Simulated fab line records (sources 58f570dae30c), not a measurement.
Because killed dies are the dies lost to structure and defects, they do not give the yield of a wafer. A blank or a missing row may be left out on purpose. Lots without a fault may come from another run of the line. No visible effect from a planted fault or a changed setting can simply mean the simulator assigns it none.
2 desks, one fault    flow berkeley_cmos170    numbers are kept per desk, each desk with only its own; the story behind them comes last

== AT THE TOOL OWNER'S DESK: implanter-01 ==
The tool's own readings at UCB170_NLDD_IMPLANT_09: means of the sampled wafers that have a number, for each lot that ran on this tool. Marked OUT: a lot whose mean sits more than 4 standard deviations from the usual mean, which makes it out of limits; the brackets give that distance.
Columns: A = beam_energy_keV at UCB170_NLDD_IMPLANT_09, usual 30.000; B = faraday_current_uA at UCB170_NLDD_IMPLANT_09, usual 158; C = tilt_deg at UCB170_NLDD_IMPLANT_09, usual 7.000 degrees
lot   first seen here  A                         B    C
L707  day 6 05:41      30.010                    160  6.990
L711  day 7 02:37      30.001                    157  7.009
L715  day 7 11:10      29.997                    158  6.987
L717  day 7 21:39      29.986                    159  6.987
L721  day 9 04:19      29.993                    158  6.987
L723  day 9 16:19      36.604 (+99 or more) OUT  161  6.993
L726  day 10 09:09     36.598 (+99 or more) OUT  161  7.008
This desk finds L723, L726 out of limits, L723 being first, at day 9 16:19 (beam_energy_keV at UCB170_NLDD_IMPLANT_09). L707, L711, L715, L717, L721 stayed within limits.

== FROM THE METROLOGY DESK ==
Means of the sampled wafers that have a number, per lot and without regard to the tool the lot ran on: this is what the gauges read. Marked OUT: a lot whose mean sits more than 4 standard deviations from the usual mean, which makes it out of limits; the brackets give that distance.
Columns: A = cd_nm at UCB170_GATE_CD_MEAS_90, usual 350.1 nm; B = PLDD_TW at UCB170_PLDD_TW_MEAS_11, usual 1014; C = NLDD_TW at UCB170_NLDD_TW_MEAS_11, usual 2227; D = NLDD_RS at UCB170_SDANNEAL_RS_MEAS_05, usual 615.8 ohm/sq
lot   first seen here  A      B     C                D
L707  day 5 23:35      350.7  1010  2236             618.5
L713  day 6 19:43      351.0  1008  2209             616.7
L711  day 6 20:47      353.0  1007  2228             617.6
L715  day 7 06:08      349.5  1020  2233             618.7
L714  day 7 06:22      349.5  1005  2216             612.8
L717  day 7 17:37      351.7  1004  2230             616.0
L716  day 7 17:44      349.2  1018  2226             614.1
L721  day 9 00:57      351.4  1020  2240             616.4
L723  day 9 12:47      348.9  1018  2289             580.3 (-21) OUT
L724  day 9 17:59      351.2  1010  2216             613.7
L728  day 10 05:24     351.1  1028  2226             616.9
L726  day 10 05:40     349.3  1000  2316 (+5.6) OUT  584.5 (-18) OUT
L727  day 10 05:43     349.0  1003  2193             617.3
L729  day 10 14:13     350.8  1015  2195             615.4
This desk's result: L723, L726 out of limits, first on L723 (NLDD_RS at UCB170_SDANNEAL_RS_MEAS_05), day 10 04:31. L707, L713, L711, L715, L714, L717, L716, L721, L724, L728, L727, L729 stayed within limits.

== ALL TOGETHER ==
The tool owner's desk could have raised an alarm at day 9 16:19, on L723, L726.
On L723, L726, the metrology desk was in a position to raise an alarm at day 10 04:31.
Of the lots named, all ran UCB170_NLDD_IMPLANT_09 on implanter-01.

== WHAT WAS PUT IN BY THE SIMULATOR ==
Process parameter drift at UCB170_NLDD_IMPLANT_09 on implanter-01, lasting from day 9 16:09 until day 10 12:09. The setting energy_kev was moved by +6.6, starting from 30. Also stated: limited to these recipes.
Struck lots among those shown: L723, L726.
Time in hours from fault onset to the first out-of-limits reading at each desk: tool owner's desk 0, metrology desk 12.
